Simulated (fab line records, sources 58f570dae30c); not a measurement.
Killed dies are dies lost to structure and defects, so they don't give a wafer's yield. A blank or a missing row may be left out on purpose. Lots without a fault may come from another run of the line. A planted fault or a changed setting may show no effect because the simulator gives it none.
A struck lot beside a sound one | flow berkeley_cmos170 | 28 steps out of a route of 331
Sound: wafers L319.1, L319.2, L319.3. Struck: wafers L311.1, L311.3, L311.4. The cause comes at the end.
At each step with rows: each side's tool, then ch and its chambers, then its first start. Under that, the readings that differ: sound wafers | struck wafers | difference of the means | sigmas: that difference in standard deviations of wafers without a fault.
alike: readings whose means differ by less than 2 such deviations, and words and numbers that are the same on both sides. not compared: withheld readings, readings that some wafer has no value for, bounds like >300 that may hide the same value, and numbers for which the record gives no deviation and whose values overlap.
The two part at a step that has a row with sigmas, a row that says differs or no value, or rows on one side only. Numbers that don't overlap but have no deviation are shown without sigmas and don't part them. A reading that every wafer of one side lacks parts them only if that side has two wafers or more.

UCB170_GATE_CD_MEAS_90: target cd 350 nm.
  sound on cd_sem-01, day 10 17:21; struck on cd_sem-02, day 8 18:38
  alike: cd_nm
then, 7 steps without rows for these wafers: UCB170_GATE_CLEAN_17 (cleans in SPM, time 600 s); UCB170_PLDD_HMDS_00 (prime time 60 s); UCB170_PLDD_COAT_01 (resist thk 900 nm); UCB170_PLDD_SOFTBAKE_02 (time 60 s); UCB170_PLDD_EXPOSE_03 (exposes mask PSELECT, target cd 1200 nm); UCB170_PLDD_PEB_04; UCB170_PLDD_DEVELOP_05 (develop time 45 s).
UCB170_PLDD_CD_MEAS_06: target cd 1200 nm.
  sound on cd_sem-02, day 10 19:00; struck on cd_sem-02, day 8 20:01
  reading    | sound                | struck               | difference | sigmas
  cd_nm (nm) | 1202.0 1201.7 1200.6 | 1198.5 1198.5 1199.4 | -2.6       | -2
UCB170_PLDD_OVL_MEAS_07:
  sound on overlay-01, day 10 19:07; struck on overlay-01, day 8 20:08
  alike: PLDD_OVL
then, 2 steps without rows for these wafers: UCB170_PLDD_IMPLANT_08; UCB170_PLDD_IMPLANT_09.
UCB170_PLDD_STRIP_10: strips in O2.
  sound on plasma_asher-04 ch 0,1, day 10 19:28; struck on plasma_asher-02 ch 0,1, day 8 20:28
  no value came back on the struck wafers for chamber_pressure_mTorr (mTorr), drypump_motor_current_A (A), oes_product_au (a.u.), strip_time_to_endpoint_s (s); on the sound wafers chamber_pressure_mTorr (mTorr) reads 3501 3499 3504
  reading                               | sound | struck            | difference | sigmas
  model.KrF_of_PLDD_COAT_01.thk_nm (nm) | 0 0 0 | 886.5 886.3 886.5 | +886.4     |
  not compared: rf_hours_counter_h
UCB170_PLDD_TW_MEAS_11:
  sound on film_metro-04, day 10 19:34; struck on film_metro-04, day 8 20:34
  alike: PLDD_TW
then, 7 steps without rows for these wafers: UCB170_PLDD_CLEAN_12 (cleans in SPM, time 600 s); UCB170_NLDD_HMDS_00 (prime time 60 s); UCB170_NLDD_COAT_01 (resist thk 900 nm); UCB170_NLDD_SOFTBAKE_02 (time 60 s); UCB170_NLDD_EXPOSE_03 (exposes mask NSELECT, target cd 1200 nm); UCB170_NLDD_PEB_04; UCB170_NLDD_DEVELOP_05 (develop time 45 s).
UCB170_NLDD_CD_MEAS_06: target cd 1200 nm.
  sound on cd_sem-02, day 10 20:46; struck on cd_sem-01, day 8 22:27
  alike: cd_nm
UCB170_NLDD_OVL_MEAS_07:
  sound on overlay-02, day 10 20:53; struck on overlay-02, day 8 22:34
  alike: NLDD_OVL
then, 2 steps without rows for these wafers: UCB170_NLDD_IMPLANT_08; UCB170_NLDD_IMPLANT_09.
UCB170_NLDD_STRIP_10: strips in O2.
  sound on plasma_asher-04 ch 0,1, day 10 21:13; struck on plasma_asher-03 ch 0,1, day 8 22:55
  reading                      | sound             | struck            | difference | sigmas
  strip_time_to_endpoint_s (s) | 21.58 21.64 21.60 | 47.71 47.73 47.79 | +26.14     | +99 or more
  alike: chamber_pressure_mTorr, drypump_motor_current_A, oes_product_au
  not compared: rf_hours_counter_h
UCB170_NLDD_TW_MEAS_11:
  sound on film_metro-01, day 10 21:19; struck on film_metro-01, day 8 23:01
  reading | sound          | struck   | difference | sigmas
  NLDD_TW | 2250 2246 2229 | 30 30 30 | -2212      | -99 or more
then, 1 step without rows for these wafers: UCB170_NLDD_CLEAN_12 (cleans in SPM, time 600 s).

WHERE THEY PART
First at UCB170_PLDD_CD_MEAS_06; last, within this record, at UCB170_NLDD_TW_MEAS_11.

WHY: what the simulator had put in
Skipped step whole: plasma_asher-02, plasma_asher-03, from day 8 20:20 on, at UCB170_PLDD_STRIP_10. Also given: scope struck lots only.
